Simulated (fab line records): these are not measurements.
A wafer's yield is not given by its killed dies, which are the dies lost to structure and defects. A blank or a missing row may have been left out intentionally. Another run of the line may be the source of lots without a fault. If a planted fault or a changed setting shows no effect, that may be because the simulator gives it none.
Which tool was responsible? ; flow ritCmos ; 8 lots with 24 wafers sampled at 2 steps, on a route of 202 steps

WHAT EACH GAUGE READ, for each wafer
RIT_SDANNEAL_RS_MEAS_04: measures by four-point-probe.
lot;measured;on;PSD_RS (ohm/sq)
L549;day 3 09:45;filmMetro-02;116.01 115.94 116.29
L551;day 3 17:01;filmMetro-04;115.70 115.65 115.42
L553;day 4 05:33;filmMetro-04;116.05 115.98 115.86
L555;day 4 18:55;filmMetro-02;116.15 115.90 115.80
L557;day 5 03:22;filmMetro-03;115.95 115.71 115.59
L559;day 5 14:50;filmMetro-03;115.89 115.89 115.93
L561;day 6 01:38;filmMetro-03;50.50 50.44 50.53
L563;day 6 07:04;filmMetro-04;50.42 50.41 50.46

WHAT TOOL EACH LOT RAN ON (gives the tool, then ch and the chambers of the sampled wafers, and finally the start)
lot;RIT_PSD_IMPLANT_08
L549;implanter-01 ch 0, day 3 08:56
L551;implanter-03 ch 0, day 3 16:13
L553;implanter-02 ch 0, day 4 04:44
L555;implanter-01 ch 0, day 4 18:05
L557;implanter-03 ch 0, day 5 02:32
L559;implanter-03 ch 0, day 5 14:01
L561;implanter-02 ch 0, day 6 00:47
L563;implanter-01 ch 0, day 6 06:14
- RIT_PSD_IMPLANT_08

THE ANSWER, worked out from the rows above alone
Rule: what is usual is taken from the lots themselves. The widest of any qualifying gaps counts: lots, ordered by their means at a reading, are off when they make up no more than a third of the lots, leave a main group of 4 or more, and stand apart from it by 3 or more times the standard deviation of that group's means. Not used: any main group whose means are identical at the precision the tables above print for the reading. A lot without any number at a reading at which 4 lots or more have one is off too. All remaining lots with rows at the step are treated as sound.
Off: L561, L563, seen at RIT_SDANNEAL_RS_MEAS_04 (PSD_RS). The main group has a mean of 115.87 ohm/sq with a standard deviation of 0.16.
A tool fits if, at a process step before that reading, it ran every lot that is off, and no sound lot after the first of them. The gauges at RIT_SDANNEAL_RS_MEAS_04 are tried like those tools. Of those tried, none fits.

WHAT HAD BEEN PUT IN BY THE SIMULATOR
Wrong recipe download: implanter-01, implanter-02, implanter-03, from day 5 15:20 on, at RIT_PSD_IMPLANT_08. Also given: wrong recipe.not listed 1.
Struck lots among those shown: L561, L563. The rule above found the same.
